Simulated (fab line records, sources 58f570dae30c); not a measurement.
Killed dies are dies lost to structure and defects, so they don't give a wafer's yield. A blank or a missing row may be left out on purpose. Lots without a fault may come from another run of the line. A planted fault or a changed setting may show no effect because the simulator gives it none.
A struck lot beside a sound one | flow berkeley_cmos170 | 27 steps out of a route of 331
Sound: wafers L462.1, L462.3, L462.4. Struck: wafers L471.1, L471.3, L471.6. The cause comes at the end.
At each step with rows: each side's tool, then ch and its chambers, then its first start. Under that, the readings that differ: sound wafers | struck wafers | difference of the means | sigmas: that difference in standard deviations of wafers without a fault.
alike: readings whose means differ by less than 2 such deviations, and words and numbers that are the same on both sides. not compared: withheld readings, readings that some wafer has no value for, bounds like >300 that may hide the same value, and numbers for which the record gives no deviation and whose values overlap.
The two part at a step that has a row with sigmas, a row that says differs or no value, or rows on one side only. Numbers that don't overlap but have no deviation are shown without sigmas and don't part them. A reading that every wafer of one side lacks parts them only if that side has two wafers or more.

UCB170_SPACER_THK_MEAS_01:
  sound on film_metro-04, day 7 17:57; struck on film_metro-01, day 9 05:07
  alike: SPACER_TEOS_THK
then, 1 step without rows for these wafers: UCB170_SPACER_ANNEAL_02 (time 1800 s).
UCB170_SPACER_ETCHBACK_03: etches SiO2 in CHF3/CF4/Ar, stops on Si, target depth 376 nm, time 100 s.
  sound on rie_diel-02 ch 0,1,3, day 8 00:03; struck on rie_diel-04 ch 0,2,3, day 9 10:53
  reading                     | sound       | struck      | difference | sigmas
  drypump_motor_current_A (A) | 6.3 5.9 6.4 | 5.8 5.2 5.0 | -0.9       | -2
  alike: oes_product_au, throttle_valve_pct
  not compared: rf_hours_counter_h
then, 6 steps without rows for these wafers: UCB170_PSD_HMDS_00 (prime time 60 s); UCB170_PSD_COAT_01 (resist thk 900 nm); UCB170_PSD_SOFTBAKE_02 (time 60 s); UCB170_PSD_EXPOSE_03 (exposes mask PSELECT MOD, target cd 1200 nm); UCB170_PSD_PEB_04; UCB170_PSD_DEVELOP_05 (develop time 45 s).
UCB170_PSD_CD_MEAS_06: target cd 1200 nm.
  sound on cd_sem-01, day 8 02:35; struck on cd_sem-02, day 9 12:29
  alike: cd_nm
UCB170_PSD_OVL_MEAS_07:
  sound on overlay-02, day 8 02:42; struck on overlay-01, day 9 12:37
  alike: PSD_OVL
then, 1 step without rows for these wafers: UCB170_PSD_IMPLANT_08.
UCB170_PSD_STRIP_09: strips in O2.
  sound on plasma_asher-01 ch 0,1, day 8 02:53; struck on plasma_asher-02 ch 1, day 9 12:47
  no value came back on the struck wafers for chamber_pressure_mTorr (mTorr), drypump_motor_current_A (A), oes_product_au (a.u.), strip_time_to_endpoint_s (s); on the sound wafers chamber_pressure_mTorr (mTorr) reads 3503 3497 3506
  reading                              | sound | struck          | difference | sigmas
  model.KrF_of_PSD_COAT_01.thk_nm (nm) | 0 0 0 | 890.2 892.6 889 | +890.6     |
  not compared: rf_hours_counter_h
UCB170_PSD_TW_MEAS_10:
  sound on film_metro-03, day 8 02:59; struck on film_metro-04, day 9 12:53
  alike: PSD_TW
then, 7 steps without rows for these wafers: UCB170_PSD_CLEAN_11 (cleans in SPM, time 600 s); UCB170_NSD_HMDS_00 (prime time 60 s); UCB170_NSD_COAT_01 (resist thk 900 nm); UCB170_NSD_SOFTBAKE_02 (time 60 s); UCB170_NSD_EXPOSE_03 (exposes mask NSELECT MOD, target cd 1200 nm); UCB170_NSD_PEB_04; UCB170_NSD_DEVELOP_05 (develop time 45 s).
UCB170_NSD_CD_MEAS_06: target cd 1200 nm.
  sound on cd_sem-02, day 8 07:07; struck on cd_sem-02, day 9 15:16
  alike: cd_nm
UCB170_NSD_OVL_MEAS_07:
  sound on overlay-02, day 8 07:14; struck on overlay-01, day 9 15:23
  alike: NSD_OVL
then, 1 step without rows for these wafers: UCB170_NSD_IMPLANT_08.
UCB170_NSD_STRIP_09: strips in O2.
  sound on plasma_asher-04 ch 0,1, day 8 07:25; struck on plasma_asher-02 ch 0,1, day 9 15:35
  reading                      | sound             | struck            | difference | sigmas
  oes_product_au (a.u.)        | 0.527 0.527 0.549 | 0.627 0.623 0.618 | +0.088     | +20
  strip_time_to_endpoint_s (s) | 35.78 35.73 35.78 | 62.25 62.42 62.26 | +26.55     | +99 or more
  alike: chamber_pressure_mTorr, drypump_motor_current_A
  not compared: rf_hours_counter_h
UCB170_NSD_TW_MEAS_10:
  sound on film_metro-03, day 8 07:31; struck on film_metro-04, day 9 15:41
  reading | sound          | struck   | difference | sigmas
  NSD_TW  | 4211 4251 4231 | 30 30 30 | -4201      | -99 or more
then, 1 step without rows for these wafers: UCB170_NSD_CLEAN_11 (cleans in SPM, time 600 s).

WHERE THEY PART
First at UCB170_SPACER_ETCHBACK_03; last, within this record, at UCB170_NSD_TW_MEAS_10.

WHY: what the simulator had put in
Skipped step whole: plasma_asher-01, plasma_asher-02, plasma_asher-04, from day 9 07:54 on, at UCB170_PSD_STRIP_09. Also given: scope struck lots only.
